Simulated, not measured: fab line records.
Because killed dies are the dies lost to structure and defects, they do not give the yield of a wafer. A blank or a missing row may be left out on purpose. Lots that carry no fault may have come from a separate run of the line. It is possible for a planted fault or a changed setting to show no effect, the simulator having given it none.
Which of the tools did it? -- flow berkeley cmos170 -- 7 lots, 21 wafers sampled, at 2 steps of a route of 331

## WHAT EACH GAUGE READ, for each wafer
UCB170_NWELL_THK_MEAS_02.
lot,measured,on,NWELL_OXIDE_THK (nm)
L488,day 2 11:55,film metro-03,26.0 26.0 25.1
L491,day 2 20:26,film metro-04,25.9 25.8 25.6
L493,day 3 10:41,film metro-03,26.2 26.2 26.1
L497,day 4 05:44,film metro-03,26.7 26.5 26.5
L500,day 5 02:39,film metro-04,26.0 25.9 25.8
L504,day 5 15:22,film metro-02,25.3 25.9 25.5
L509,day 6 21:39,film metro-03,25.4 25.4 25.7

## EACH LOT AND THE TOOL THAT RAN IT (in order: tool; ch and the chambers of the sampled wafers; start)
lot,UCB170_ZERO_STRIP_07
L488,"plasma asher-04 ch 0,1, day 2 08:52"
L491,"plasma asher-03 ch 1, day 2 18:43"
L493,"plasma asher-02 ch 0,1, day 3 08:26"
L497,"plasma asher-04 ch 0,1, day 4 02:10"
L500,"plasma asher-02 ch 0,1, day 4 20:25"
L504,"plasma asher-03 ch 0,1, day 5 13:36"
L509,"plasma asher-03 ch 0,1, day 6 16:16"
- UCB170_ZERO_STRIP_07: strips in O2.

## THE ANSWER, worked out from the rows above alone
Rule: the lots themselves supply what counts as usual. The widest of any qualifying gaps counts: lots, ordered by their means at a reading, are off when they make up no more than a third of the lots, leave a main group of 4 or more, and stand apart from it by 3 or more times the standard deviation of that group's means. If all means in a main group match to the digits the tables above print for the reading, that group is not used. Also off: a lot with no number at a reading for which 4 or more lots have one. The other lots that the step has rows for count as sound.
Across all readings shown, no lot is off: no conclusion can be drawn from this.

## WHAT HAD BEEN PUT IN BY THE SIMULATOR
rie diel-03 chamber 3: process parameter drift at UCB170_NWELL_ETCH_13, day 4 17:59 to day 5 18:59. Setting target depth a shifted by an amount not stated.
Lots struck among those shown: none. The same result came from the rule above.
